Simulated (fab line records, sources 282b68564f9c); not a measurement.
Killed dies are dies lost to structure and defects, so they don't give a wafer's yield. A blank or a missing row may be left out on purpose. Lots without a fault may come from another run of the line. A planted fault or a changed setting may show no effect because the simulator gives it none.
A struck lot beside a sound one | flow rit_cmos | 14 steps out of a route of 202
Sound: wafers L339.3, L339.4, L339.6. Struck: wafers L347.1, L347.3, L347.5. The cause comes at the end.
At each step with rows: each side's tool, then ch and its chambers, then its first start. Under that, the readings that differ: sound wafers | struck wafers | difference of the means | sigmas: that difference in standard deviations of wafers without a fault.
alike: readings whose means differ by less than 2 such deviations, and words and numbers that are the same on both sides. not compared: withheld readings, readings that some wafer has no value for, bounds like >300 that may hide the same value, and numbers for which the record gives no deviation and whose values overlap.
The two part at a step that has a row with sigmas, a row that says differs or no value, or rows on one side only. Numbers that don't overlap but have no deviation are shown without sigmas and don't part them. A reading that every wafer of one side lacks parts them only if that side has two wafers or more.

first, 1 step without rows for these wafers: RIT_GATE_HARDBAKE_18 (time 60 s).
RIT_GATE_ETCH_19: etches poly-Si in SF6/CHF3/O2, stops on SiO2, time 165 s, target depth 312.5 nm.
  sound on rie_si-02 ch 0,1,2, day 3 03:34; struck on rie_si-02 ch 0,2,3, day 4 23:31
  alike: drypump_motor_current_A, oes_product_au, throttle_valve_pct
  not compared: rf_hours_counter_h
RIT_GATE_STRIP_20: strips in O2, time 180 s.
  sound on plasma_asher-03 ch 0,1, day 3 03:44; struck on plasma_asher-03 ch 0,1, day 4 23:38
  alike: drypump_motor_current_A
  not compared: rf_hours_counter_h
RIT_GATE_CD_MEAS_90: target cd 150 nm.
  sound on cd_sem-01, day 3 03:54; struck on cd_sem-01, day 4 23:49
  reading    | sound             | struck            | difference | sigmas
  cd_nm (nm) | 147.7 147.5 146.3 | 156.2 151.3 150.9 | +5.6       | +2
then, 4 steps without rows for these wafers: RIT_REOX_CLEAN_00 (cleans in SC1, time 600 s); RIT_REOX_CLEAN_01 (cleans in dHF, time 30 s); RIT_REOX_CLEAN_02 (cleans in SC2, time 600 s); RIT_REOX_OXIDATION_03 (target thk 25.2 nm, ox time 5310 s).
RIT_REOX_THK_MEAS_04:
  sound on film_metro-04, day 3 06:56; struck on film_metro-01, day 5 05:11
  alike: REOX_OXIDE_THK
then, 3 steps without rows for these wafers: RIT_NLDD_HMDS_00 (prime time 60 s); RIT_NLDD_COAT_01 (resist thk 1000 nm); RIT_NLDD_SOFTBAKE_02 (time 60 s).
RIT_NLDD_EXPOSE_03: exposes mask M7, target cd 40700 nm.
  sound on iline_stepper-02 ch 0, day 3 07:35; struck on iline_stepper-02, day 5 05:41
  no value came back on the struck wafers for exposure_dose_mJ_cm2, focus_offset_nm (nm), reticle_temp_C (C); on the sound wafers exposure_dose_mJ_cm2 reads 249.72 249.68 249.95
  alike: mask
then, 1 step without rows for these wafers: RIT_NLDD_PEB_04.

WHERE THEY PART
First at RIT_GATE_CD_MEAS_90; last, within this record, at RIT_NLDD_EXPOSE_03.

WHY: what the simulator had put in
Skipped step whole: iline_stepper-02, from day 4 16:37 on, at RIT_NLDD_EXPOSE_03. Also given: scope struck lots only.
